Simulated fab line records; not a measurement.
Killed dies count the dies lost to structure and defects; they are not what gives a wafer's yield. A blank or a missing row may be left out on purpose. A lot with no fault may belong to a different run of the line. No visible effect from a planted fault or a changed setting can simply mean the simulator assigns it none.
One fault seen from 2 desks	flow berkeley cmos170	each desk holds nothing but its own numbers, with what lay behind them at the end

AT THE TOOL OWNER'S DESK: litho track-02
Per lot that ran on this tool, the mean of the sampled wafers carrying a number, from the tool's own readings at UCB170_V1_SOFTBAKE_08 (time 60 s). Marked OUT: a lot whose mean sits more than 4 standard deviations from the usual mean, which makes it out of limits; the brackets give that distance.
Columns: A = heater power total W at UCB170_V1_SOFTBAKE_08, usual 56.80 W; B = run length s at UCB170_V1_SOFTBAKE_08, usual 89.13 s
lot	first seen here	A	B
L815	day 7 23:43	56.80	89.29
L820	day 8 21:52	56.81	89.30
L816	day 8 22:24	56.83	89.41
L823	day 9 20:08	56.85	89.26
L824	day 9 20:37	60.74 (+77) OUT	76.89 (-56) OUT
L821	day 9 21:47	60.79 (+78) OUT	76.82 (-56) OUT
This desk finds L821, L824 out of limits, L824 being first, at day 9 20:37 (heater power total W at UCB170_V1_SOFTBAKE_08). Within limits: L815, L820, L816, L823.

FROM THE METROLOGY DESK
What the gauges read for every lot (on any tool): the sampled wafers with a number, averaged. Marked OUT: a lot whose mean sits more than 4 standard deviations from the usual mean, which makes it out of limits; the brackets give that distance.
Columns: A = CONTACT_PSG_THK at UCB170_CONTACT_THK_MEAS_02, usual 702 nm
lot	first seen here	A
L815	day 7 14:24	698
L818	day 8 11:18	706
L819	day 8 12:46	705
L820	day 8 12:46	692
L816	day 8 12:52	698
L822	day 9 11:12	700
L823	day 9 11:23	702
L821	day 9 13:00	698
L824	day 9 13:00	707
L827	day 9 19:24	704
L830	day 10 16:32	706
L831	day 11 05:12	703
L834	day 12 00:34	701
L837	day 12 11:31	697
This desk's verdict: no lot among the 14 shows anything out of limits.

BROUGHT TOGETHER
On L821, L824, at day 9 20:37, an alarm was possible from the tool owner's desk.
Metrology desk: nothing out of limits seen.
The metrology desk has L821, L824 on record, within its limits.
All the named lots went through UCB170_V1_SOFTBAKE_08 on litho track-02.

WHAT HAD BEEN PUT IN BY THE SIMULATOR
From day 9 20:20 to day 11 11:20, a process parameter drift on litho track-02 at UCB170_V1_SOFTBAKE_08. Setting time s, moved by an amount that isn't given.
Lots struck among those shown: L821, L824.
How many hours passed from the start of the fault until each desk's first out-of-limits reading: the tool owner's desk, 0.
